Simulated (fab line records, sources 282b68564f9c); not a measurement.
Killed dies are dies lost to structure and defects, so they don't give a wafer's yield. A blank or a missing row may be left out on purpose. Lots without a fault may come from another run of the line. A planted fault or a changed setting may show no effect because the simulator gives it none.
A struck lot beside a sound one | flow rit_cmos | 41 steps out of a route of 202
Sound: wafers L785.1, L785.4, L785.5. Struck: wafers L772.2, L772.4, L772.5. The cause comes at the end.
At each step with rows: each side's tool, then ch and its chambers, then its first start. Under that, the readings that differ: sound wafers | struck wafers | difference of the means | sigmas: that difference in standard deviations of wafers without a fault.
alike: readings whose means differ by less than 2 such deviations, and words and numbers that are the same on both sides. not compared: withheld readings, readings that some wafer has no value for, bounds like >300 that may hide the same value, and numbers for which the record gives no deviation and whose values overlap.
The two part at a step that has a row with sigmas, a row that says differs or no value, or rows on one side only. Numbers that don't overlap but have no deviation are shown without sigmas and don't part them. A reading that every wafer of one side lacks parts them only if that side has two wafers or more.

first, 6 steps without rows for these wafers: RIT_NLDD_HMDS_00 (prime time 60 s); RIT_NLDD_COAT_01 (resist thk 1000 nm); RIT_NLDD_SOFTBAKE_02 (time 60 s); RIT_NLDD_EXPOSE_03 (exposes mask M7, target cd 40700 nm); RIT_NLDD_PEB_04; RIT_NLDD_DEVELOP_05 (develop time 50 s).
RIT_NLDD_OVL_MEAS_06:
  sound on overlay-02, day 7 05:51; struck on overlay-02, day 4 14:52
  alike: NLDD_OVL
then, 2 steps without rows for these wafers: RIT_NLDD_HARDBAKE_07 (time 60 s); RIT_NLDD_IMPLANT_08.
RIT_NLDD_STRIP_09: strips in O2, time 180 s.
  sound on plasma_asher-03 ch 0,1, day 7 06:11; struck on plasma_asher-04 ch 0, day 4 15:11
  alike: chamber_pressure_mTorr, drypump_motor_current_A
  not compared: rf_hours_counter_h
RIT_NLDD_TW_MEAS_10:
  sound on film_metro-03, day 7 06:22; struck on film_metro-04, day 4 15:23
  alike: NLDD_TW
then, 1 step without rows for these wafers: RIT_PLDD_HMDS_00 (prime time 60 s).
RIT_PLDD_COAT_01: resist thk 1000 nm.
  sound on litho_track-02 ch 0, day 7 06:34; struck on litho_track-04, day 4 15:40
  no value came back on the struck wafers for chill_plate_temp_C (C), dispense_pressure_kPa (kPa); on the sound wafers chill_plate_temp_C (C) reads 22.84 23.12 22.83
then, 4 steps without rows for these wafers: RIT_PLDD_SOFTBAKE_02 (time 60 s); RIT_PLDD_EXPOSE_03 (exposes mask M8, target cd 40900 nm); RIT_PLDD_PEB_04; RIT_PLDD_DEVELOP_05 (develop time 50 s).
RIT_PLDD_OVL_MEAS_06:
  sound on overlay-01, day 7 07:24; struck on overlay-01, day 4 16:28
  reading       | sound         | struck | difference                    | sigmas
  PLDD_OVL (nm) | -1.5 -0.7 0.1 | - - -  | no value on the struck wafers |
then, 2 steps without rows for these wafers: RIT_PLDD_HARDBAKE_07 (time 60 s); RIT_PLDD_IMPLANT_08.
RIT_PLDD_STRIP_09: strips in O2, time 180 s.
  sound on plasma_asher-01 ch 0,1, day 7 07:44; struck on plasma_asher-02 ch 0, day 4 16:48
  alike: chamber_pressure_mTorr, drypump_motor_current_A
  not compared: rf_hours_counter_h
RIT_PLDD_TW_MEAS_10:
  sound on film_metro-02, day 7 07:55; struck on film_metro-02, day 4 16:59
  alike: PLDD_TW
then, 4 steps without rows for these wafers: RIT_SPACER_CLEAN_00 (cleans in SC1, time 600 s); RIT_SPACER_CLEAN_01 (cleans in dHF, time 30 s); RIT_SPACER_CLEAN_02 (cleans in SC2, time 600 s); RIT_SPACER_CVD_03 (deposits Si3N4 from SiH2Cl2/NH3, target thk 250 nm, time 3300 s).
RIT_SPACER_THK_MEAS_04:
  sound on film_metro-01, day 7 10:19; struck on film_metro-01, day 4 19:20
  alike: SPACER_NITRIDE_THK
RIT_SPACER_ETCHBACK_05: etches Si3N4 in SF6/CHF3, stops on SiO2, target depth 250 nm, time 240 s.
  sound on rie_diel-01 ch 0,2, day 7 10:23; struck on rie_diel-01 ch 0,1,3, day 4 19:23
  alike: SF6_flow_sccm, chamber_pressure_mTorr, drypump_motor_current_A, oes_product_au, throttle_valve_pct
  not compared: rf_hours_counter_h
then, 6 steps without rows for these wafers: RIT_NSD_HMDS_00 (prime time 60 s); RIT_NSD_COAT_01 (resist thk 1000 nm); RIT_NSD_SOFTBAKE_02 (time 60 s); RIT_NSD_EXPOSE_03 (exposes mask M9, target cd 40700 nm); RIT_NSD_PEB_04; RIT_NSD_DEVELOP_05 (develop time 50 s).
RIT_NSD_OVL_MEAS_06:
  sound on overlay-01, day 7 11:30; struck on overlay-01, day 4 20:23
  reading      | sound       | struck        | difference | sigmas
  NSD_OVL (nm) | 2.7 2.4 2.2 | -0.4 0.9 -1.1 | -2.6       | -2
then, 2 steps without rows for these wafers: RIT_NSD_HARDBAKE_07 (time 60 s); RIT_NSD_IMPLANT_08.
RIT_NSD_STRIP_09: strips in O2, time 180 s.
  sound on plasma_asher-04 ch 0,1, day 7 11:50; struck on plasma_asher-04 ch 0,1, day 4 20:43
  alike: chamber_pressure_mTorr, drypump_motor_current_A
  not compared: rf_hours_counter_h
RIT_NSD_TW_MEAS_10:
  sound on film_metro-04, day 7 12:01; struck on film_metro-04, day 4 20:54
  reading | sound          | struck         | difference | sigmas
  NSD_TW  | 3160 3151 3154 | 3327 3310 3310 | +161       | +12
then, 1 step without rows for these wafers: RIT_PSD_HMDS_00 (prime time 60 s).
RIT_M1_PROBE_99:
  sound on prober-02, day 7 21:44; struck on prober-02, day 5 06:22
  reading             | sound | struck      | difference | sigmas
  killed_at_front_end | 5 2 7 | 264 264 264 | +259       | +84
  killed_dies         | 5 2 7 | 264 264 264 | +259       | +84
  killed_on_rim       | 0 2 0 | 70 70 70    | +69        | +46
  alike: killed_at_contacts, killed_open, killed_short

WHERE THEY PART
First at RIT_PLDD_COAT_01; last, within this record, at RIT_M1_PROBE_99.

WHY: what the simulator had put in
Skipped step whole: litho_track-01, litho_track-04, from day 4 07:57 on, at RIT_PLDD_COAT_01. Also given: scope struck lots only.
